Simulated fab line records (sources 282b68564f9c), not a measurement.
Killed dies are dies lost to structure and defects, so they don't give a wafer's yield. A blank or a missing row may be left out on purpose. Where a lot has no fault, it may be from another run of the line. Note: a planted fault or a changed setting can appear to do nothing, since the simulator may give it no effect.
Lot-split experiment / flow ritCmos / route with 202 steps; 5 lots, 23 wafers read

== ON THE SPLIT ==
At RIT_CONTACT_COAT_03 (resist thk 1000 nm), the setting resistThkNm was moved away from the recipe's 1000 nm on 5 of the 23 wafers read, by -4.5% to +2.2%. For the rest of the wafers, this setting stayed at what the recipe calls for.

== FROM THE SPLIT TO THE READING: what the file shows between them, 2 steps ==
- RIT_CONTACT_SOFTBAKE_04: time 60 s
- RIT_CONTACT_EXPOSE_05: exposes mask M11, target cd 1000 nm

== THE READING ==
NOVOLAK_of_CONTACT_COAT_03.thkNm (the simulator's own value, which no gauge read), in nm, at RIT_CONTACT_HARDBAKE_10 (time 60 s). There is no usual value for it anywhere in the file. Average 882.0 nm, standard deviation 3.5 nm, over the 18 wafers here run with the recipe.

wafer=L074.2; tool, chamber at the split=lithoTrack-04, 0; resistThkNm as run, nm=1000; against the recipe=recipe; NOVOLAK_of_CONTACT_COAT_03.thkNm, nm=887.5; against lot-mates on the recipe=-
wafer=L074.3; tool, chamber at the split=lithoTrack-04, 0; resistThkNm as run, nm=1000; against the recipe=recipe; NOVOLAK_of_CONTACT_COAT_03.thkNm, nm=884.5; against lot-mates on the recipe=-
wafer=L074.4; tool, chamber at the split=lithoTrack-04, 0; resistThkNm as run, nm=1000; against the recipe=recipe; NOVOLAK_of_CONTACT_COAT_03.thkNm, nm=888.6; against lot-mates on the recipe=-
wafer=L074.5; tool, chamber at the split=lithoTrack-04, 0; resistThkNm as run, nm=1000; against the recipe=recipe; NOVOLAK_of_CONTACT_COAT_03.thkNm, nm=886.7; against lot-mates on the recipe=-
wafer=L074.6; tool, chamber at the split=lithoTrack-04, 0; resistThkNm as run, nm=1000; against the recipe=recipe; NOVOLAK_of_CONTACT_COAT_03.thkNm, nm=886.7; against lot-mates on the recipe=-
wafer=L076.2; tool, chamber at the split=lithoTrack-01, 0; resistThkNm as run, nm=1000; against the recipe=recipe; NOVOLAK_of_CONTACT_COAT_03.thkNm, nm=877; against lot-mates on the recipe=-
wafer=L076.5; tool, chamber at the split=lithoTrack-01, 0; resistThkNm as run, nm=1000; against the recipe=recipe; NOVOLAK_of_CONTACT_COAT_03.thkNm, nm=878.9; against lot-mates on the recipe=-
wafer=L076.6; tool, chamber at the split=lithoTrack-01, 0; resistThkNm as run, nm=1000; against the recipe=recipe; NOVOLAK_of_CONTACT_COAT_03.thkNm, nm=875.6; against lot-mates on the recipe=-
wafer=L080.1; tool, chamber at the split=lithoTrack-03, 0; resistThkNm as run, nm=1000; against the recipe=recipe; NOVOLAK_of_CONTACT_COAT_03.thkNm, nm=883; against lot-mates on the recipe=-
wafer=L080.3; tool, chamber at the split=lithoTrack-03, 0; resistThkNm as run, nm=1000; against the recipe=recipe; NOVOLAK_of_CONTACT_COAT_03.thkNm, nm=881.5; against lot-mates on the recipe=-
wafer=L080.4; tool, chamber at the split=lithoTrack-03, 0; resistThkNm as run, nm=1000; against the recipe=recipe; NOVOLAK_of_CONTACT_COAT_03.thkNm, nm=881; against lot-mates on the recipe=-
wafer=L080.5; tool, chamber at the split=lithoTrack-03, 0; resistThkNm as run, nm=1000; against the recipe=recipe; NOVOLAK_of_CONTACT_COAT_03.thkNm, nm=883.5; against lot-mates on the recipe=-
wafer=L080.6; tool, chamber at the split=lithoTrack-03, 0; resistThkNm as run, nm=1000; against the recipe=recipe; NOVOLAK_of_CONTACT_COAT_03.thkNm, nm=880.7; against lot-mates on the recipe=-
wafer=L081.1; tool, chamber at the split=lithoTrack-03, 0; resistThkNm as run, nm=1000; against the recipe=recipe; NOVOLAK_of_CONTACT_COAT_03.thkNm, nm=881.3; against lot-mates on the recipe=-
wafer=L081.2; tool, chamber at the split=lithoTrack-03, 0; resistThkNm as run, nm=1000; against the recipe=recipe; NOVOLAK_of_CONTACT_COAT_03.thkNm, nm=881.4; against lot-mates on the recipe=-
wafer=L081.4; tool, chamber at the split=lithoTrack-03, 0; resistThkNm as run, nm=1022; against the recipe=+2.2%; NOVOLAK_of_CONTACT_COAT_03.thkNm, nm=904.5; against lot-mates on the recipe=+23.5
wafer=L081.5; tool, chamber at the split=lithoTrack-03, 0; resistThkNm as run, nm=1022; against the recipe=+2.2%; NOVOLAK_of_CONTACT_COAT_03.thkNm, nm=900.9; against lot-mates on the recipe=+19.9
wafer=L081.6; tool, chamber at the split=lithoTrack-03, 0; resistThkNm as run, nm=1000; against the recipe=recipe; NOVOLAK_of_CONTACT_COAT_03.thkNm, nm=880.2; against lot-mates on the recipe=-
wafer=L084.2; tool, chamber at the split=lithoTrack-01, 0; resistThkNm as run, nm=1000; against the recipe=recipe; NOVOLAK_of_CONTACT_COAT_03.thkNm, nm=879.1; against lot-mates on the recipe=-
wafer=L084.3; tool, chamber at the split=lithoTrack-01, 0; resistThkNm as run, nm=1000; against the recipe=recipe; NOVOLAK_of_CONTACT_COAT_03.thkNm, nm=879.5; against lot-mates on the recipe=-
wafer=L084.4; tool, chamber at the split=lithoTrack-01, 0; resistThkNm as run, nm=955; against the recipe=-4.5%; NOVOLAK_of_CONTACT_COAT_03.thkNm, nm=842.7; against lot-mates on the recipe=-36.6
wafer=L084.5; tool, chamber at the split=lithoTrack-01, 0; resistThkNm as run, nm=955; against the recipe=-4.5%; NOVOLAK_of_CONTACT_COAT_03.thkNm, nm=840.1; against lot-mates on the recipe=-39.2
wafer=L084.6; tool, chamber at the split=lithoTrack-01, 0; resistThkNm as run, nm=955; against the recipe=-4.5%; NOVOLAK_of_CONTACT_COAT_03.thkNm, nm=840.1; against lot-mates on the recipe=-39.2

FIT RESULTS
A straight line over all 23 wafers: NOVOLAK_of_CONTACT_COAT_03.thkNm changes by +9.17 nm for each +1% of resistThkNm; r = +0.98; the points scatter about the line by 3.4 nm.
The same after taking each lot's own level away (the mean of its wafers on the recipe; 23 wafers): +8.75 nm for each +1%; r = +1.00; scatter 1.5 nm.
On that fit, the largest move of resistThkNm shifts the reading by 39 nm.
The lots' own levels span 877.17 to 886.80 nm, that is 2.7 times the standard deviation above.
Consequently the slope shifts little with the lot-to-lot level, the two slopes agreeing.
Check: with one of the wafers moved furthest among these (-4.5%) left out of the fit, the line predicts -40 nm for it against its lot-mates. It came out at -36.6 nm against them.

== THESE WAFERS: OTHER SPLITS ==
Before the reading, these wafers also passed through other splits. Each is held against what the fit with the lots' levels taken away leaves over:
other split on the same wafers=RIT_SILICIDE_SPUTTER_01 powerW; wafers away from the commonest value=7; r with NOVOLAK_of_CONTACT_COAT_03.thkNm (lot level and that fit taken away)=-0.18

== THE WHOLE CHAIN: every reading that the file lists as answering this split, in the file's order ==
step=RIT_CONTACT_COAT_03; what it does=resist thk 1000 nm; reading=NOVOLAK_of_CONTACT_COAT_03.thkNm (the simulator's own value, which no gauge read); change (the file's fit)=+10 nm for each +1% of the setting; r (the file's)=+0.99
step=RIT_CONTACT_HARDBAKE_10; what it does=time 60 s; reading=NOVOLAK_of_CONTACT_COAT_03.thkNm (the simulator's own value, which no gauge read); change (the file's fit)=+8.79 nm for each +1% of the setting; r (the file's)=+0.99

== THE FILE'S OWN FIT ==
NOVOLAK_of_CONTACT_COAT_03.thkNm changes by +8.79 nm for each +1% of resistThkNm, r = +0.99.
